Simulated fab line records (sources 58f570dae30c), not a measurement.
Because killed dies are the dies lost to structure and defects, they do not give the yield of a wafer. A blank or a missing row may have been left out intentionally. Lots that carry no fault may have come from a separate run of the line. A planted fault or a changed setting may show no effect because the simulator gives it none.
The same fault as seen by 2 desks | flow berkeleyCmos170 | what lay behind the numbers comes last; until then each desk has only its own

AT THE TOOL OWNER'S DESK: rieDiel-04
The tool's own readings at UCB170_V1_ETCH_14 (etches SiO2 in CHF3/CF4/Ar, stops on Al, target depth 1250 nm, time 291 s): means of the sampled wafers that have a number, for each lot that ran on this tool. The brackets show how far a lot's mean lies from the usual mean; more than 4 standard deviations puts the lot out of limits, marked OUT.
Columns: A = drypumpMotorCurrentA at UCB170_V1_ETCH_14, usual 5.9 A; B = oesProductAu at UCB170_V1_ETCH_14, usual 0.876 a.u.; C = runLengthS at UCB170_V1_ETCH_14, usual 319.3 s; D = throttleValvePct at UCB170_V1_ETCH_14, usual 6.97 %
lot  | first seen here | A   | B     | C               | D
L987 | day 9 06:27     | 5.6 | 0.869 | 319.3           | 6.89
L992 | day 10 06:07    | 6.0 | 0.875 | 319.0           | 6.93
L997 | day 11 07:26    | 5.7 | 0.906 | 309.2 (-27) OUT | 6.89
L995 | day 11 09:07    | 5.7 | 0.913 | 309.4 (-26) OUT | 6.89
Finding of this desk: L995, L997 out of limits; the first was L997 at day 11 07:26, on runLengthS at UCB170_V1_ETCH_14. L987, L992 stayed within limits.

FROM THE METROLOGY DESK
Lot by lot, what the gauges showed, no matter which tool ran the lot: averages of those sampled wafers that carry a number. The brackets show how far a lot's mean lies from the usual mean; more than 4 standard deviations puts the lot out of limits, marked OUT.
Columns: A = cdNm at UCB170_M2_CD_MEAS_90, usual 698.8 nm; B = V2_BOW at UCB170_V2_BOW_MEAS_03, usual 35 um
lot  | first seen here | A     | B
L981 | day 8 10:16     | 695.4 | 33
L983 | day 9 01:46     | 699.6 | 44
L985 | day 9 05:44     | 702.2 | 29
L987 | day 9 09:47     | 696.9 | 40
L986 | day 9 11:32     | 697.0 | 29
L988 | day 9 19:22     | 700.6 | 35
L992 | day 10 09:41    | 695.0 | 51
L993 | day 10 19:18    | 699.6 | 32
L998 | day 11 08:56    | 693.9 | 41
L997 | day 11 10:25    | 699.3 | 41
L995 | day 11 12:06    | 699.1 | 31
L999 | day 12 03:19    | 700.4 | 27
L104 | day 12 23:34    | 698.4 | 31
L102 | day 13 00:17    | 697.4 | 40
This desk's verdict: no lot among the 14 shows anything out of limits.

ALL TOGETHER
The tool owner's desk could have raised an alarm at day 11 07:26, on L995, L997.
The metrology desk saw nothing out of limits.
The metrology desk holds a record of L995, L997, inside its limits.
UCB170_V1_ETCH_14 was run on rieDiel-04 by each of the lots named.

WHAT HAD BEEN PUT IN BY THE SIMULATOR
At UCB170_V1_ETCH_14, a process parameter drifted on rieDiel-04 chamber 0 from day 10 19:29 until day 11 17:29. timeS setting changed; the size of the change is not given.
Lots struck among those shown: L995, L997.
Time in hours from fault onset to the first out-of-limits reading at each desk: the tool owner's desk, 12.
